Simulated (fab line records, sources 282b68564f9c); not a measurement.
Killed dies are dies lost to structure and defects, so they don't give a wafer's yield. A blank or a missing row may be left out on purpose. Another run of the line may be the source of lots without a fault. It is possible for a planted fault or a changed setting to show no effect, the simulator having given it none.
One fault seen from 2 desks    flow rit cmos    each desk holds nothing but its own numbers, with what lay behind them at the end

== DESK OF THE TOOL OWNER: rie si-02 ==
The tool's own readings at RIT_GATE_ETCH_19 (etches poly-Si in SF6/CHF3/O2, stops on SiO2, time 165 s, target depth 312.5 nm): means of the sampled wafers that have a number, for each lot that ran on this tool. Any lot whose mean is over 4 standard deviations away from the usual mean is out of limits and marked OUT; that distance is given in the brackets.
Columns: A = drypump motor current A at RIT_GATE_ETCH_19, usual 5.54 A; B = oes product au at RIT_GATE_ETCH_19, usual 0.856 a.u.; C = throttle valve pct at RIT_GATE_ETCH_19, usual 10.28 %
lot   first seen here  A     B      C
L203  day 2 18:20      5.29  0.841  10.40
L211  day 4 09:31      5.36  0.842  10.43
L213  day 4 20:40      5.31  0.810  10.40
This desk found nothing out of limits on any of the 3 lots.

== AT THE METROLOGY DESK ==
What the gauges read for every lot (on any tool): the sampled wafers with a number, averaged. Any lot whose mean is over 4 standard deviations away from the usual mean is out of limits and marked OUT; that distance is given in the brackets.
Columns: A = NWELL_TW at RIT_NWELL_TW_MEAS_10, usual 2152; B = PRETRO_OVL at RIT_PRETRO_OVL_MEAS_06, usual 0.5 nm; C = cd nm at RIT_GATE_CD_MEAS_90, usual 149.0 nm
lot   first seen here  A     B     C
L202  day 1 22:43      2128  -0.8  147.5
L203  day 2 03:07      2132  1.3   148.9
L206  day 2 18:06      2135  0.1   146.2
L211  day 3 17:48      2175  1.5   147.9
L213  day 4 05:28      2143  1.0   149.5
L214  day 4 10:13      2162  0.9   146.6
L216  day 4 19:05      2165  2.4   148.4
L218  day 5 05:22      2176  2.0   154.5
L220  day 5 15:56      2139  2.6   145.8
L222  day 6 00:57      2148  -0.4  150.3
L224  day 6 11:59      2140  1.4   152.7
This desk found nothing out of limits on any of the 11 lots.

== TAKEN TOGETHER ==
The desk of the tool owner found nothing out of limits.
At the metrology desk, nothing out of limits was observed.

== WHAT THE SIMULATOR HAD INSERTED ==
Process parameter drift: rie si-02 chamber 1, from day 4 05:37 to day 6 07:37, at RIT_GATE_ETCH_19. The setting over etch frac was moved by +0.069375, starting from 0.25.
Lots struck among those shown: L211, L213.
